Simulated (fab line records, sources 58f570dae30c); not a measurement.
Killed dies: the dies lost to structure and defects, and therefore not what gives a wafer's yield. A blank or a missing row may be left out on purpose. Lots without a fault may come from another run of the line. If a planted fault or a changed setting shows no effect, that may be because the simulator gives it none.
Tool commonality check + flow berkeley-cmos170 + Sample size 14 lots and 42 wafers

== WHAT PROMPTED THE OPENING ==
Of 14 lots, 2 have the reading V1_TEOS_THK flagged at UCB170_V1_THK_MEAS_01. Wafers without a fault read 2009 nm, standard deviation 26.
Rule: a lot gets a flag if all its wafers with a number sit over 4 standard deviations from that mean, or if no wafer of it has a number. As for the other lots, they are considered sound.

| lot  | measured     | on            | V1_TEOS_THK (nm), wafer by wafer | flag    |
|------|--------------|---------------|----------------------------------|---------|
| L387 | day 8 05:50  | film-metro-03 | 1973 2015 2022                   |         |
| L389 | day 8 14:46  | film-metro-02 | 1958 1981 1985                   |         |
| L391 | day 9 06:00  | film-metro-03 | 2038 2000 2027                   |         |
| L392 | day 9 07:20  | film-metro-02 | 1994 1978 2019                   |         |
| L394 | day 9 12:59  | film-metro-02 | 2004 1992 2012                   |         |
| L395 | day 10 06:44 | film-metro-04 | 2012 2017 2034                   |         |
| L397 | day 10 17:36 | film-metro-03 | 1936 1957 2004                   |         |
| L401 | day 11 03:50 | film-metro-03 | 1990 2045 2047                   |         |
| L399 | day 11 05:11 | film-metro-03 | 1980 1988 2015                   |         |
| L406 | day 12 02:17 | film-metro-03 | 2012 2061 2082                   |         |
| L405 | day 12 03:43 | film-metro-03 | 1813 1795 1798                   | FLAGGED |
| L407 | day 12 13:43 | film-metro-02 | 1754 1799 1816                   | FLAGGED |
| L408 | day 12 15:03 | film-metro-03 | 1974 1985 2025                   |         |
| L410 | day 13 08:29 | film-metro-02 | 2009 1972 2003                   |         |
Average over the flagged lots: 1796 nm; offset from the usual -213 nm, equal to -8 standard deviations.

== WHICH TOOL RAN EACH LOT ==
The record holds 1 process step before the reading, out of a route of 331 steps. Read each cell as the tool, then ch plus the chambers that the sampled wafers visited, then the start.
| lot  | flag    | UCB170_V1_CVD_00                |
|------|---------|---------------------------------|
| L387 |         | pecvd-02 ch 1,2, day 8 05:40    |
| L389 |         | pecvd-02 ch 0,1, day 8 14:36    |
| L391 |         | pecvd-04 ch 0,2, day 9 05:51    |
| L392 |         | pecvd-02 ch 0,2, day 9 07:11    |
| L394 |         | pecvd-04 ch 1,2, day 9 12:50    |
| L395 |         | pecvd-01 ch 1,2, day 10 06:34   |
| L397 |         | pecvd-04 ch 0,1, day 10 17:26   |
| L401 |         | pecvd-01 ch 0,1,2, day 11 03:41 |
| L399 |         | pecvd-02 ch 0,1,2, day 11 05:01 |
| L406 |         | pecvd-01 ch 0,1, day 12 02:07   |
| L405 | FLAGGED | pecvd-04 ch 1,2, day 12 03:32   |
| L407 | FLAGGED | pecvd-04 ch 0,1,2, day 12 13:34 |
| L408 |         | pecvd-01 ch 1,2, day 12 14:54   |
| L410 |         | pecvd-01 ch 0,1,2, day 13 08:20 |
What is done by these steps:
- UCB170_V1_CVD_00: deposits SiO2 from TEOS/O2, target thk 2000 nm, time 250 s.
- UCB170_V1_THK_MEAS_01

== FLAGGED OVER TOTAL, TOOL BY TOOL (the gauges that took the reading come last) ==
| step                  | tool          | lots run | flagged | share of the flagged lots | sound lots run after its first flagged lot |
|-----------------------|---------------|----------|---------|---------------------------|--------------------------------------------|
| UCB170_V1_CVD_00      | pecvd-01      | 5        | 0       | none                      | -                                          |
| UCB170_V1_CVD_00      | pecvd-02      | 4        | 0       | none                      | -                                          |
| UCB170_V1_CVD_00      | pecvd-04      | 5        | 2       | all                       | 0                                          |
| UCB170_V1_THK_MEAS_01 | film-metro-02 | 5        | 1       | some                      | 1 (L410)                                   |
| UCB170_V1_THK_MEAS_01 | film-metro-03 | 8        | 1       | some                      | 1 (L408)                                   |
| UCB170_V1_THK_MEAS_01 | film-metro-04 | 1        | 0       | none                      | -                                          |

== WHAT THE TABLE PERMITS ==
Rows of the table that ran each flagged lot: 1, that is pecvd-04 at UCB170_V1_CVD_00.
- pecvd-04 at UCB170_V1_CVD_00: 2 of its 5 lots flagged. It ran its last sound lot, L397, at day 10 17:26 and its first flagged lot, L405, at day 12 03:32: a fault with its onset between the two fits.
What remains is a single tool, pecvd-04 at UCB170_V1_CVD_00.

== WHAT WAS PUT IN BY THE SIMULATOR ==
Site profile drift: pecvd-04, from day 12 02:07 on, at UCB170_V1_CVD_00. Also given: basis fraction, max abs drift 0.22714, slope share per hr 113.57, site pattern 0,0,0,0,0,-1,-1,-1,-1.
Lots struck among those shown: L405, L407. This agrees with what the rule above found.
